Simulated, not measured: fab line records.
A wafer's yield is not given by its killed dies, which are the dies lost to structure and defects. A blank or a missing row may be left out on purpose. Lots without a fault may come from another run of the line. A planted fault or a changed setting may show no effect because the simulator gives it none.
8D (eight disciplines) problem report, filled in by code ; flow berkeley cmos170 ; the parts of the form that need people (team, actions taken, sign-off) are left out

1. WHAT IS WRONG
chamber pressure mTorr at UCB170_M3_ETCH_17 reads a mean of 24.003 mTorr on 6 wafers of 2 lots; wafers without a fault read 30.000 mTorr with a standard deviation of 0.027. That is -99 or more standard deviations from the usual mean.
The step: etches BARC in N2/H2.
Earliest sighting: wafer L589.3 on rie diel-01 at day 10 17:32. The record holds 42 wafers of 14 lots with a number at this step. Rule for "out" (also "out of limits"): further than 4 standard deviations from the usual mean. Any other wafer with a number is counted as sound.

2. WHAT THIS IS AND IS NOT
question;is;is not
which readings at this step;chamber pressure mTorr;drypump motor current A, oes product au, throttle valve pct
which lots;L589, L590;L576, L577, L578, L579, L580, L581, L582, L584, L593, L594, L596, L597
which wafers of those lots;all that have a number;-
read on which tools;rie diel-01;rie diel-03, rie diel-04
when;from day 10 17:32;"up to then (24 sound wafers); but 12 sound wafers of L593, L594, L596, L597 came after"

3. SUSPECTS, AND WHAT RULES EACH OUT
Counting: a tool at any process step up to the reading remains a suspect when it ran all the lots that are out and ran no sound lot after the first of those.
- rie diel-01 at UCB170_M3_ETCH_17 (etches BARC in N2/H2): kept. It processed each lot that is out, first L589 at day 10 17:32, and no sound lot thereafter; up to then, the last sound lot it processed was L584 at day 9 16:43. On those wafers its own readings are out: chamber pressure mTorr.
Left after counting: rie diel-01 at UCB170_M3_ETCH_17.

4. THE CAUSE (what the simulator had put in)
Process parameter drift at UCB170_M3_ETCH_17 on rie diel-01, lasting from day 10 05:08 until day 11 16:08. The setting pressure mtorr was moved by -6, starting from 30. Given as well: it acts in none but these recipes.
After counting, this tool was the only one left.

5. THE CHAIN OF EFFECTS, in route order
Each row: a reading where the mean over the struck wafers with a number is more than 3 standard deviations away from the usual. Only readings for which the record gives a usual standard deviation are gone through. hours: the time from each lot's start at the first step in this table that gives one to its start at this step, as a median over the lots. sigmas: the change in usual standard deviations.
hours;step;reading;usual;on struck wafers;change;sigmas
0;UCB170_M3_ETCH_17;chamber pressure mTorr;30.000 mTorr;24.003;-5.997;-99 or more
Its process steps:
- UCB170_M3_ETCH_17: etches BARC in N2/H2.

6. WHAT WOULD HAVE CAUGHT IT SOONER
In this record no reading fell out of limits until day 10 17:32, 12 hours after the fault had begun at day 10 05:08.
